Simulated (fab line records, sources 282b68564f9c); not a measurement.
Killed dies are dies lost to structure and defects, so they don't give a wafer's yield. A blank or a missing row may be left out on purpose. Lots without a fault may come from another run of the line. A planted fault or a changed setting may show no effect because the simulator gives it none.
A struck lot beside a sound one | flow rit_cmos | 19 steps out of a route of 202
Sound: wafers L241.1, L241.4, L241.6. Struck: wafers L261.1, L261.2, L261.5. The cause comes at the end.
At each step with rows: each side's tool, then ch and its chambers, then its first start. Under that, the readings that differ: sound wafers | struck wafers | difference of the means | sigmas: that difference in standard deviations of wafers without a fault.
alike: readings whose means differ by less than 2 such deviations, and words and numbers that are the same on both sides. not compared: withheld readings, readings that some wafer has no value for, bounds like >300 that may hide the same value, and numbers for which the record gives no deviation and whose values overlap.
The two part at a step that has a row with sigmas, a row that says differs or no value, or rows on one side only. Numbers that don't overlap but have no deviation are shown without sigmas and don't part them. A reading that every wafer of one side lacks parts them only if that side has two wafers or more.

first, 4 steps without rows for these wafers: RIT_PSD_SOFTBAKE_02 (time 60 s); RIT_PSD_EXPOSE_03 (exposes mask M10, target cd 40900 nm); RIT_PSD_PEB_04; RIT_PSD_DEVELOP_05 (develop time 50 s).
RIT_PSD_OVL_MEAS_06:
  sound on overlay-01, day 3 17:06; struck on overlay-01, day 8 07:48
  reading      | sound       | struck         | difference | sigmas
  PSD_OVL (nm) | 1.1 1.3 1.9 | -0.3 -4.2 -2.4 | -3.7       | -3
then, 2 steps without rows for these wafers: RIT_PSD_HARDBAKE_07 (time 60 s); RIT_PSD_IMPLANT_08.
RIT_PSD_STRIP_09: strips in O2, time 180 s.
  sound on plasma_asher-01 ch 0,1, day 3 17:26; struck on plasma_asher-03 ch 0,1, day 8 08:08
  alike: drypump_motor_current_A, rf_refl_power_W
  not compared: rf_hours_counter_h
RIT_PSD_TW_MEAS_10:
  sound on film_metro-03, day 3 17:37; struck on film_metro-03, day 8 08:19
  alike: PSD_TW
then, 3 steps without rows for these wafers: RIT_SDANNEAL_CLEAN_00 (cleans in SC1, time 600 s); RIT_SDANNEAL_CLEAN_01 (cleans in dHF, time 30 s); RIT_SDANNEAL_CLEAN_02 (cleans in SC2, time 612.6 s).
RIT_SDANNEAL_RTA_03: time 5 s.
  sound on rtp_anneal-01 ch 0, day 3 18:04; struck on rtp_anneal-01 ch 0, day 8 08:46
  alike: wafer_temp_C_max
RIT_SDANNEAL_RS_MEAS_04: measures by four-point-probe.
  sound on film_metro-02, day 3 18:08; struck on film_metro-02, day 8 08:49
  reading         | sound                | struck            | difference | sigmas
  PSD_RS (ohm/sq) | 116.02 116.12 115.86 | 97.25 97.47 97.73 | -18.52     | -71
RIT_SDANNEAL_RS_MEAS_05: measures by four-point-probe.
  sound on film_metro-02, day 3 18:15; struck on film_metro-02, day 8 08:56
  reading         | sound             | struck            | difference | sigmas
  NSD_RS (ohm/sq) | 84.72 84.39 84.51 | 81.24 80.87 81.05 | -3.49      | -13
RIT_SDANNEAL_RS_MEAS_06: measures by four-point-probe.
  sound on film_metro-02, day 3 18:22; struck on film_metro-02, day 8 09:04
  reading          | sound             | struck            | difference | sigmas
  PLDD_RS (ohm/sq) | 177.5 177.3 177.2 | 160.6 160.3 160.6 | -16.8      | -34
RIT_SDANNEAL_RS_MEAS_07: measures by four-point-probe.
  sound on film_metro-02, day 3 18:29; struck on film_metro-02, day 8 09:11
  reading          | sound             | struck            | difference | sigmas
  NLDD_RS (ohm/sq) | 151.5 151.7 150.6 | 148.2 148.2 148.2 | -3.1       | -6
then, 1 step without rows for these wafers: RIT_SILICIDE_WET_ETCH_00 (etches SiO2 in BOE, target depth 14 nm, time 15 s).
RIT_M1_PROBE_99:
  sound on prober-02, day 4 01:33; struck on prober-02, day 8 18:26
  alike: killed_at_contacts, killed_at_front_end, killed_dies, killed_open, killed_short

WHERE THEY PART
First at RIT_PSD_OVL_MEAS_06; last, within this record, at RIT_SDANNEAL_RS_MEAS_07. Later steps at which nothing parts them and some readings are alike: RIT_M1_PROBE_99.

WHY: what the simulator had put in
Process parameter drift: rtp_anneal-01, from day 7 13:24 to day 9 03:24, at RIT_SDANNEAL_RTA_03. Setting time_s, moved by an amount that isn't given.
